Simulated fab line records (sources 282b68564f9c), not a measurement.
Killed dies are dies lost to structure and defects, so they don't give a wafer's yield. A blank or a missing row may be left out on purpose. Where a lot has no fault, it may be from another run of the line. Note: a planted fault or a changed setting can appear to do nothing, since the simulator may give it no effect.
Which tool is to blame? ; flow rit_cmos ; 13 lots with 39 wafers sampled at 2 steps, on a route of 202 steps

== WHAT EACH GAUGE READ, for each wafer ==
RIT_ACTIVE_THK_MEAS_02.
lot;measured;on;ACTIVE_OXIDE_THK (nm)
L947;day 1 18:37;film_metro-02;47.2 46.9 47.3
L948;day 1 23:07;film_metro-02;47.4 47.0 47.3
L949;day 2 03:05;film_metro-01;46.2 45.1 45.9
L950;day 2 08:51;film_metro-01;46.3 46.3 47.0
L951;day 2 13:35;film_metro-04;47.6 47.1 46.8
L952;day 2 19:53;film_metro-04;47.6 47.2 47.2
L953;day 2 23:41;film_metro-02;46.1 46.1 45.2
L954;day 3 04:03;film_metro-02;47.6 47.2 47.1
L959;day 4 07:18;film_metro-02;46.1 47.2 46.7
L961;day 4 15:55;film_metro-02;39.3 37.5 37.7
L966;day 5 21:09;film_metro-04;45.3 45.5 45.2
L967;day 5 21:09;film_metro-02;45.9 45.3 45.6
L968;day 6 05:30;film_metro-04;46.1 46.1 46.8

== EACH LOT AND THE TOOL THAT RAN IT (in order: tool; ch and the chambers of the sampled wafers; start) ==
lot;RIT_ACTIVE_OXIDATION_01
L947;furnace-03 ch 0, day 1 16:41
L948;furnace-03 ch 0, day 1 21:10
L949;furnace-04 ch 0, day 2 01:07
L950;furnace-04 ch 0, day 2 06:55
L951;furnace-03 ch 0, day 2 11:38
L952;furnace-03 ch 0, day 2 17:56
L953;furnace-04 ch 0, day 2 21:44
L954;furnace-01 ch 0, day 3 02:07
L959;furnace-04 ch 0, day 4 05:20
L961;furnace-03 ch 0, day 4 13:59
L966;furnace-04 ch 0, day 5 19:12
L967;furnace-04 ch 0, day 5 19:12
L968;furnace-04 ch 0, day 6 03:32
- RIT_ACTIVE_OXIDATION_01: target thk 46.8 nm, ox time 3360 s.

== AS READ BY THE TOOLS THEMSELVES (means over the sampled wafers that have a number; for cases with no such wafer, the mark the record gives instead) ==
The record holds no such reading with a usual standard deviation.

== THE ANSWER, worked out from the rows above alone ==
Rule: what is usual is taken from the lots themselves. The widest of any qualifying gaps counts: lots, ordered by their means at a reading, are off when they make up no more than a third of the lots, leave a main group of 4 or more, and stand apart from it by 3 or more times the standard deviation of that group's means. A main group whose means are all the same, to the digits that the tables above print for the reading, isn't used. Also off: a lot with no number at a reading for which 4 or more lots have one. All remaining lots with rows at the step are treated as sound. After the gauges, taken in route order, come the tools' own readings; for these a lot's mean is taken, as printed above. At the first step where some lot is off, the reading lying furthest off is the one used; lots without a number count as furthest.
Off: L961, at RIT_ACTIVE_THK_MEAS_02 (ACTIVE_OXIDE_THK). Main group: mean 46.5 nm, sd 0.71.
If a tool, at a process step before that reading, ran all the lots that are off and no sound lot after the first of them, it fits. Those tools and the gauges at RIT_ACTIVE_THK_MEAS_02 are tried in the same way. One fits: furnace-03 at RIT_ACTIVE_OXIDATION_01. Its last sound lot is L952 (day 2 17:56), its first lot that is off L961 (day 4 13:59): a fault that began between those two fits.

== WHAT WAS PUT IN BY THE SIMULATOR ==
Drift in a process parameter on furnace-03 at RIT_ACTIVE_OXIDATION_01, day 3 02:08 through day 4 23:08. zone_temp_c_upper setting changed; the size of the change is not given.
Struck lots among those shown: L961. Same finding as the rule above.
